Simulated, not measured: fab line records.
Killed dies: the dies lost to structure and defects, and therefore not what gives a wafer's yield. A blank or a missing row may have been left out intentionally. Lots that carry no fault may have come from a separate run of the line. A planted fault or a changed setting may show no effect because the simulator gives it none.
One fault seen from 2 desks | flow berkeley-cmos170 | numbers are kept per desk, each desk with only its own; the story behind them comes last

THE METROLOGY DESK
Lot by lot, what the gauges showed, no matter which tool ran the lot: averages of those sampled wafers that carry a number. Any lot whose mean is over 4 standard deviations away from the usual mean is out of limits and marked OUT; that distance is given in the brackets.
Columns: A = INCOMING_BOW at UCB170_START_BOW_MEAS_00, usual -1 um; B = WELLDRIVE_OXIDE_THK at UCB170_WELLDRIVE_THK_MEAS_02, usual 199 nm; C = GATE_POLY_THK at UCB170_GATE_THK_MEAS_05, usual 214.5 nm
lot  | first seen here | A  | B   | C
L548 | day 1 10:00     | 0  | 203 | 214.6
L549 | day 1 15:00     | 3  | 199 | 214.8
L550 | day 1 20:01     | -2 | 199 | 215.9
L551 | day 2 01:00     | 4  | 197 | 215.3
L552 | day 2 06:00     | -9 | 198 | 215.4
L553 | day 2 11:01     | -4 | 197 | 215.2
L554 | day 2 16:02     | 1  | 199 | 215.0
L560 | day 3 22:00     | -9 | 199 | 212.7
L561 | day 4 03:01     | 3  | 201 | 212.4
L562 | day 4 08:02     | 3  | 192 | 215.4
L563 | day 4 13:01     | 0  | 199 | 214.4
L565 | day 4 23:00     | -2 | 204 | 212.1
L567 | day 5 09:02     | -6 | 200 | 217.2
L571 | day 6 05:02     | 0  | 196 | 211.3
This desk's finding: nothing out of limits on any of the 14 lots.

THE TOOL OWNER'S DESK: implanter-03
The tool's own readings at UCB170_PFIELD_IMPLANT_07, given as means over the sampled wafers that have a number, one for each lot that went through this tool. Any lot whose mean is over 4 standard deviations away from the usual mean is out of limits and marked OUT; that distance is given in the brackets.
Columns: A = beam-energy-keV at UCB170_PFIELD_IMPLANT_07, usual 80.000; B = beam-on-s at UCB170_PFIELD_IMPLANT_07, usual 10.00 s
lot  | first seen here | A                        | B
L550 | day 5 19:19     | 80.007                   | 10.09
L553 | day 6 04:00     | 79.989                   | 9.97
L560 | day 7 09:56     | 73.122 (-99 or more) OUT | 10.06
L561 | day 7 10:14     | 73.086 (-99 or more) OUT | 10.19
L562 | day 7 16:25     | 73.120 (-99 or more) OUT | 9.93
Finding of this desk: L560, L561, L562 out of limits; the first was L560 at day 7 09:56, on beam-energy-keV at UCB170_PFIELD_IMPLANT_07. In limits: L550, L553.

PUT TOGETHER
An alarm could have come from the tool owner's desk at day 7 09:56, on L560, L561, L562.
From the metrology desk's view, nothing was out of limits.
The metrology desk has L560, L561, L562 on record, within its limits.
UCB170_PFIELD_IMPLANT_07 was run on implanter-03 by each of the lots named.

WHAT THE SIMULATOR HAD INSERTED
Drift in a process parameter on implanter-03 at UCB170_PFIELD_IMPLANT_07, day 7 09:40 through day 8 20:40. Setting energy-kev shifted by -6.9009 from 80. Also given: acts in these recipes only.
Struck lots among those shown: L560, L561, L562.
How many hours passed from the start of the fault until each desk's first out-of-limits reading: the tool owner's desk, 0.
